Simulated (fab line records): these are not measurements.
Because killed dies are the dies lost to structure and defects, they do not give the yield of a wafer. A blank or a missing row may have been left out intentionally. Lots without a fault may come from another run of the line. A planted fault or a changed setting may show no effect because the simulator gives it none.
fab line records | flow berkeleyCmos170
record: lots: 14 | wafers: 42 | lastDay: 12
route steps=331 shown PSD@185 SDANNEAL@205 SILICIDE@213 CONTACT@235
lots that met no fault: taken from a fault-free run of the same line
startH: hours from the record's first day to the start of the lot's first wafer shown | waitH: hours from the lot's prior step to this one | " as in the row above | L1.1+2: one row covering several wafers at once | - either no value or no given start | * or withheld: withheld | < > ~ a bound
route shown NAME@n: NAME is a module with steps in the file, n the number in the route of the first one | usual: mean/standard deviation of fault-free wafers | same: alike in all rows | chamber/n: place in a boat | sites: readings site by site | _std_site: standard deviation of those values | _edge_site: mean of outer sites minus mean of inner sites | radiusMm: how far each site lies from the wafer's centre | mask NAME#n: copy n | behind: the tool/chamber that last shaped the wafer | hold: why the lot was held/for how many hours/how that ended | device: the transistor (n, p or np) that didn't switch | end of line: the route-end tests of the same wafers | where a step has no rows: the recipe by itself | killed: dies that structure and defects cost at the first sort, which is not the same as the wafer's yield | map: dies across one wafer; x = killed, . = not, _ = none there
set.NAME: setting as actually run; set.NAME@STEP: the setting as run at that earlier step | model.NAME: the simulator's own value behind a step, which no gauge read
steps of the route over a sample of lots; a table a step, a row a wafer
services: the hour from which a tool's chamber was out of use, counted from the record's first day as startH (under 0 if before that day), plus the number of hours and why
== steps ==
step: UCB170_PSD_TW_MEAS_10
usual: PSD_TW: 2321/27
lot.wafer | tool         | chamber | startH | waitH | PSD_TW
L283.4    | filmMetro-02 | -       | 167.37 | 0.1   | 2331
L283.5    | "            | -       | "      | "     | 2337
L283.6    | "            | -       | "      | "     | 2334
L282.2    | filmMetro-03 | -       | 167.77 | 0.1   | 2291
L282.5    | "            | -       | "      | "     | 2280
L282.6    | "            | -       | "      | "     | 2287
L284.1    | filmMetro-01 | -       | 185.65 | 0.1   | 2339
L284.4    | "            | -       | "      | "     | 2350
L284.5    | "            | -       | "      | "     | 2341
L288.1    | filmMetro-01 | -       | 186.73 | 0.1   | 2346
L288.3    | "            | -       | "      | "     | 2339
L288.4    | "            | -       | "      | "     | 2329
L289.1    | filmMetro-01 | -       | 203.38 | 0.1   | 2332
L289.3    | "            | -       | "      | "     | 2337
L289.5    | "            | -       | "      | "     | 2359
L293.3    | filmMetro-01 | -       | 210.88 | 0.2   | 2328
L293.5    | "            | -       | "      | "     | 2330
L293.6    | "            | -       | "      | "     | 2325
L295.2    | filmMetro-02 | -       | 217.37 | 0.1   | 2334
L295.3    | "            | -       | "      | "     | 2334
L295.4    | "            | -       | "      | "     | 2335
L298.1    | filmMetro-03 | -       | 238.25 | 0.1   | 2267
L298.5    | "            | -       | "      | "     | 2277
L298.6    | "            | -       | "      | "     | 2264
L299.3    | filmMetro-01 | -       | 238.74 | 0.1   | 2338
L299.4    | "            | -       | "      | "     | 2347
L299.5    | "            | -       | "      | "     | 2334
L300.3    | filmMetro-03 | -       | 239.02 | 0.1   | 2264
L300.4    | "            | -       | "      | "     | 2280
L300.5    | "            | -       | "      | "     | 2270
L301.1    | filmMetro-01 | -       | 264.79 | 0.1   | 2323
L301.4    | "            | -       | "      | "     | 2349
L301.6    | "            | -       | "      | "     | 2340
L303.2    | filmMetro-01 | -       | 265.04 | 0.1   | 2351
L303.3    | "            | -       | "      | "     | 2349
L303.4    | "            | -       | "      | "     | 2339
L302.1    | filmMetro-02 | -       | 265.29 | 0.1   | 2330
L302.4    | "            | -       | "      | "     | 2338
L302.6    | "            | -       | "      | "     | 2331
L305.1    | filmMetro-01 | -       | 271.67 | 0.1   | 2349
L305.2    | "            | -       | "      | "     | 2335
L305.6    | "            | -       | "      | "     | 2330
step: UCB170_SDANNEAL_RTA_01
recipe: tempC: 1050 | timeS: 5 | ambient: N2
usual: lampPowerPct: 34.5/0.38 | wafer_temp_C_max: 1055.3/1.2
lot.wafer | tool         | chamber | startH | waitH | lampPowerPct | wafer_temp_C_max
L283.4    | rtpAnneal-01 | 0       | 174.18 | 0.1   | 34.1         | 1055.0
L283.5    | "            | 0       | "      | "     | 34.2         | 1056.4
L283.6    | "            | 0       | "      | "     | 34.2         | 1058.4
L282.2    | rtpAnneal-02 | 0       | 174.69 | 0.1   | 34.9         | 1054.0
L282.5    | "            | 0       | "      | "     | 34.9         | 1054.9
L282.6    | "            | 0       | "      | "     | 35.0         | 1055.2
L284.1    | rtpAnneal-02 | 0       | 190.32 | 0.1   | 35.0         | 1054.0
L284.4    | "            | 0       | "      | "     | 34.9         | 1055.3
L284.5    | "            | 0       | "      | "     | 35.0         | 1054.3
L288.1    | rtpAnneal-02 | 0       | 191.69 | 0.1   | 34.9         | 1053.9
L288.3    | "            | 0       | "      | "     | 34.9         | 1053.5
L288.4    | "            | 0       | "      | "     | 35.0         | 1054.5
L289.1    | rtpAnneal-01 | 0       | 210.55 | 0.1   | 34.2         | 1056.5
L289.3    | "            | 0       | "      | "     | 34.1         | 1055.7
L289.5    | "            | 0       | "      | "     | 34.1         | 1056.9
L293.3    | rtpAnneal-02 | 0       | 213.85 | 0.1   | 34.9         | 1054.9
L293.5    | "            | 0       | "      | "     | 34.9         | 1054.5
L293.6    | "            | 0       | "      | "     | 34.9         | 1054.6
L295.2    | rtpAnneal-01 | 0       | 221.93 | 0.1   | 34.2         | 1057.4
L295.3    | "            | 0       | "      | "     | 34.2         | 1055.5
L295.4    | "            | 0       | "      | "     | 34.1         | 1054.4
L298.1    | rtpAnneal-01 | 0       | 242.53 | 0.1   | 34.2         | 1056.2
L298.5    | "            | 0       | "      | "     | 34.1         | 1054.5
L298.6    | "            | 0       | "      | "     | 34.2         | 1054.5
L299.3    | rtpAnneal-02 | 0       | 242.61 | 0.1   | 35.0         | 1053.5
L299.4    | "            | 0       | "      | "     | 34.9         | 1055.9
L299.5    | "            | 0       | "      | "     | 35.0         | 1053.7
L300.3    | rtpAnneal-01 | 0       | 242.89 | 0.1   | 34.2         | 1056.3
L300.4    | "            | 0       | "      | "     | 34.2         | 1056.2
L300.5    | "            | 0       | "      | "     | 34.2         | 1055.9
L301.1    | rtpAnneal-01 | 0       | 268.10 | 0.1   | 34.1         | 1056.6
L301.4    | "            | 0       | "      | "     | 34.2         | 1054.0
L301.6    | "            | 0       | "      | "     | 34.1         | 1055.9
L303.2    | rtpAnneal-02 | 0       | 268.56 | 0.1   | 35.0         | 1053.5
L303.3    | "            | 0       | "      | "     | 34.9         | 1054.3
L303.4    | "            | 0       | "      | "     | 35.0         | 1054.3
L302.1    | rtpAnneal-01 | 0       | 268.63 | 0.1   | 34.2         | 1055.8
L302.4    | "            | 0       | "      | "     | 34.2         | 1055.5
L302.6    | "            | 0       | "      | "     | 34.1         | 1055.7
L305.1    | rtpAnneal-01 | 0       | 276.46 | 0.1   | 34.2         | 1055.1
L305.2    | "            | 0       | "      | "     | 34.1         | 1055.2
L305.6    | "            | 0       | "      | "     | 34.1         | 1055.5
step: UCB170_SILICIDE_THK_MEAS_03
recipe: thkMeasGauge: xrf | reads: Ti_of_SILICIDE_SPUTTER_01
usual: SILICIDE_TI_THK: 29.8/0.44
lot.wafer | tool         | chamber | startH | waitH | SILICIDE_TI_THK[nm]
L283.4    | filmMetro-04 | -       | 174.94 | 0.1   | 30.8
L283.5    | "            | -       | "      | "     | 30.8
L283.6    | "            | -       | "      | "     | 30.8
L282.2    | filmMetro-04 | -       | 175.46 | 0.1   | 30.0
L282.5    | "            | -       | "      | "     | 30.4
L282.6    | "            | -       | "      | "     | 30.4
L284.1    | filmMetro-04 | -       | 191.07 | 0.1   | 30.4
L284.4    | "            | -       | "      | "     | 30.2
L284.5    | "            | -       | "      | "     | 30.5
L288.1    | filmMetro-04 | -       | 192.48 | 0.1   | 30.1
L288.3    | "            | -       | "      | "     | 30.3
L288.4    | "            | -       | "      | "     | 30.2
L289.1    | filmMetro-02 | -       | 211.48 | 0.1   | 29.5
L289.3    | "            | -       | "      | "     | 29.3
L289.5    | "            | -       | "      | "     | 29.4
L293.3    | filmMetro-02 | -       | 214.60 | 0.1   | 29.5
L293.5    | "            | -       | "      | "     | 29.6
L293.6    | "            | -       | "      | "     | 29.3
L295.2    | filmMetro-02 | -       | 222.72 | 0.1   | 29.1
L295.3    | "            | -       | "      | "     | 29.5
L295.4    | "            | -       | "      | "     | 29.1
L298.1    | filmMetro-04 | -       | 243.32 | 0.1   | 30.5
L298.5    | "            | -       | "      | "     | 30.1
L298.6    | "            | -       | "      | "     | 30.3
L299.3    | filmMetro-01 | -       | 243.46 | 0.1   | 29.7
L299.4    | "            | -       | "      | "     | 30.0
L299.5    | "            | -       | "      | "     | 29.8
L300.3    | filmMetro-02 | -       | 243.79 | 0.1   | 29.5
L300.4    | "            | -       | "      | "     | 29.1
L300.5    | "            | -       | "      | "     | 29.4
L301.1    | filmMetro-04 | -       | 268.97 | 0.1   | 30.1
L301.4    | "            | -       | "      | "     | 30.1
L301.6    | "            | -       | "      | "     | 30.0
L303.2    | filmMetro-01 | -       | 269.32 | 0.1   | 30.6
L303.3    | "            | -       | "      | "     | 30.4
L303.4    | "            | -       | "      | "     | 30.4
L302.1    | filmMetro-02 | -       | 269.39 | 0.1   | 29.5
L302.4    | "            | -       | "      | "     | 29.7
L302.6    | "            | -       | "      | "     | 29.4
L305.1    | filmMetro-04 | -       | 277.21 | 0.1   | 30.8
L305.2    | "            | -       | "      | "     | 30.5
L305.6    | "            | -       | "      | "     | 30.6
step: UCB170_CONTACT_STRIP_19
recipe: chemistry: O2 | powerW: 400 | pressureMtorr: 3500 | platenTempC: withheld | o2FlowSccm: 400 | overashFraction: 0.5
usual: chamberPressureMTorr: 3499.9/2.8 | drypumpMotorCurrentA: 6.0/0.34 | o2FlowSccm: 400.2/1 | oesProductAu: 0.725/0.0047
lot.wafer | tool           | chamber | startH | waitH | chamberPressureMTorr | drypumpMotorCurrentA | o2FlowSccm | oesProductAu | rfHoursCounterH
L283.4    | plasmaAsher-04 | 0       | 181.56 | -     | 3500.0               | 6.4                  | 399.6      | 0.718        | -
L283.5    | "              | 1       | "      | "     | 3497.2               | 6.1                  | 400.9      | 0.716        | -
L283.6    | "              | 0       | "      | "     | 3499.6               | 6.4                  | 398.8      | 0.722        | -
L282.2    | plasmaAsher-03 | 0       | 182.00 | -     | 3499.0               | 6.2                  | 399.8      | 0.723        | 37
L282.5    | "              | 1       | "      | "     | 3497.8               | 5.4                  | 400.6      | 0.721        | -
L282.6    | "              | 0       | "      | "     | 3503.7               | 6.2                  | 400.5      | 0.728        | -
L284.1    | plasmaAsher-04 | 1       | 200.29 | -     | 3503.1               | 6.1                  | 399.9      | 0.722        | 10
L284.4    | "              | 1       | "      | "     | 3503.3               | 6.1                  | 400.1      | 0.730        | -
L284.5    | "              | 1       | "      | "     | 3499.5               | 6.1                  | 401.1      | 0.723        | -
L288.1    | plasmaAsher-03 | 1       | 201.25 | -     | -                    | -                    | -          | -            | -
L288.3    | "              | 1       | "      | "     | -                    | -                    | -          | -            | -
L288.4    | "              | 0       | "      | "     | -                    | -                    | -          | -            | -
L289.1    | plasmaAsher-02 | 1       | 217.49 | -     | -                    | -                    | -          | -            | -
L289.3    | "              | 0       | "      | "     | -                    | -                    | -          | -            | -
L289.5    | "              | 1       | "      | "     | -                    | -                    | -          | -            | -
L293.3    | plasmaAsher-04 | 1       | 221.20 | -     | 3498.8               | 6.1                  | 400.9      | 0.726        | -
L293.5    | "              | 1       | "      | "     | 3500.0               | 6.1                  | 403.0      | 0.729        | -
L293.6    | "              | 0       | "      | "     | 3499.4               | 6.4                  | 401.2      | 0.725        | -
L295.2    | plasmaAsher-02 | 1       | 230.80 | -     | 3502.3               | 6.2                  | 399.1      | 0.724        | 50
L295.3    | "              | 0       | "      | "     | 3501.0               | 5.7                  | 400.8      | 0.727        | -
L295.4    | "              | 1       | "      | "     | 3494.8               | 6.2                  | 401.1      | 0.725        | -
L298.1    | plasmaAsher-04 | 0       | 249.15 | -     | 3496.4               | 6.4                  | 400.3      | 0.724        | 18
L298.5    | "              | 1       | "      | "     | 3503.9               | 6.1                  | 400.3      | 0.724        | -
L298.6    | "              | 0       | "      | "     | 3506.7               | 6.4                  | 400.3      | 0.725        | -
L299.3    | plasmaAsher-03 | 0       | 249.41 | -     | 3500.6               | 6.1                  | 400.1      | 0.722        | -
L299.4    | "              | 1       | "      | "     | 3503.3               | 5.4                  | 399.5      | 0.730        | -
L299.5    | "              | 1       | "      | "     | 3503.3               | 5.4                  | 400.5      | 0.723        | -
L300.3    | plasmaAsher-02 | 1       | 249.68 | -     | 3501.2               | 6.1                  | 398.8      | 0.718        | -
L300.4    | "              | 0       | "      | "     | 3503.8               | 5.7                  | 399.4      | 0.726        | -
L300.5    | "              | 1       | "      | "     | 3502.5               | 6.1                  | 399.1      | 0.726        | -
L303.2    | plasmaAsher-03 | 0       | 275.55 | -     | 3498.3               | 6.2                  | 400.1      | 0.723        | 47
L303.3    | "              | 1       | "      | "     | 3502.9               | 5.5                  | 401.7      | 0.730        | -
L303.4    | "              | 0       | "      | "     | 3502.4               | 6.2                  | 400.6      | 0.726        | -
L301.1    | plasmaAsher-02 | 1       | 275.56 | -     | 3496.9               | 6.2                  | 399.9      | 0.727        | 55
L301.4    | "              | 1       | "      | "     | 3494.9               | 6.2                  | 398.5      | 0.731        | -
L301.6    | "              | 1       | "      | "     | 3501.1               | 6.2                  | 400.3      | 0.739        | -
L302.1    | plasmaAsher-04 | 0       | 276.10 | -     | 3500.1               | 6.5                  | 399.5      | 0.725        | 21
L302.4    | "              | 1       | "      | "     | 3494.1               | 6.1                  | 399.4      | 0.719        | -
L302.6    | "              | 1       | "      | "     | 3495.9               | 6.1                  | 399.7      | 0.726        | -
L305.1    | plasmaAsher-03 | 0       | 282.89 | -     | 3503.3               | 6.2                  | 400.0      | 0.725        | 48
L305.2    | "              | 1       | "      | "     | 3498.8               | 5.4                  | 401.4      | 0.716        | 48
L305.6    | "              | 1       | "      | "     | 3500.1               | 5.5                  | 401.6      | 0.732        | -
== services ==
tool           | chamber | startH | hours | kind
plasmaAsher-04 | -       | 170.05 | 0.8   | repair
plasmaAsher-02 | -       | 218.59 | 11.1  | repair
plasmaAsher-03 | -       | 219.36 | 12.2  | repair
== key ==
firstSign: step: UCB170_CONTACT_STRIP_19 | reading: toolRecord | direction: missing
effect none on later readings
metAt UCB170_CONTACT_STRIP_19
struckLots L288,L289
rowsEnd L289.1,L289.3,L289.5
laterRowsLeftOut L288.1,L288.3,L288.4
sortLeftOut L288.1,L288.3,L288.4
testerLeftOut L288
notActingAt UCB170_PSD_TW_MEAS_10,UCB170_SDANNEAL_RTA_01,UCB170_SILICIDE_THK_MEAS_03
onsetBetween 182.00 201.25
fault: kind: skippedStepWhole | tool: plasmaAsher-02,plasmaAsher-03 | chamber: - | onsetH: 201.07 | steps: UCB170_CONTACT_STRIP_19 | scope: struckLotsOnly
testerLeftOut: of these lots the tester's yield and bins aren't shown, on N5 and GAA mostly nor the transistor test; their killed dies are dies lost to structure and defects alone, not to doping, threshold or leakage, so they don't give the yield
sortLeftOut: the simulated sort isn't trusted on such a fault, so these wafers' sort isn't shown, and their yield isn't known
laterRowsLeftOut: the simulator's readings of these wafers behind a module that went badly wrong aren't trusted and aren't shown, but for the sort
rowsEnd: these wafers met a further fault down the route, and their rows from its step on are left out
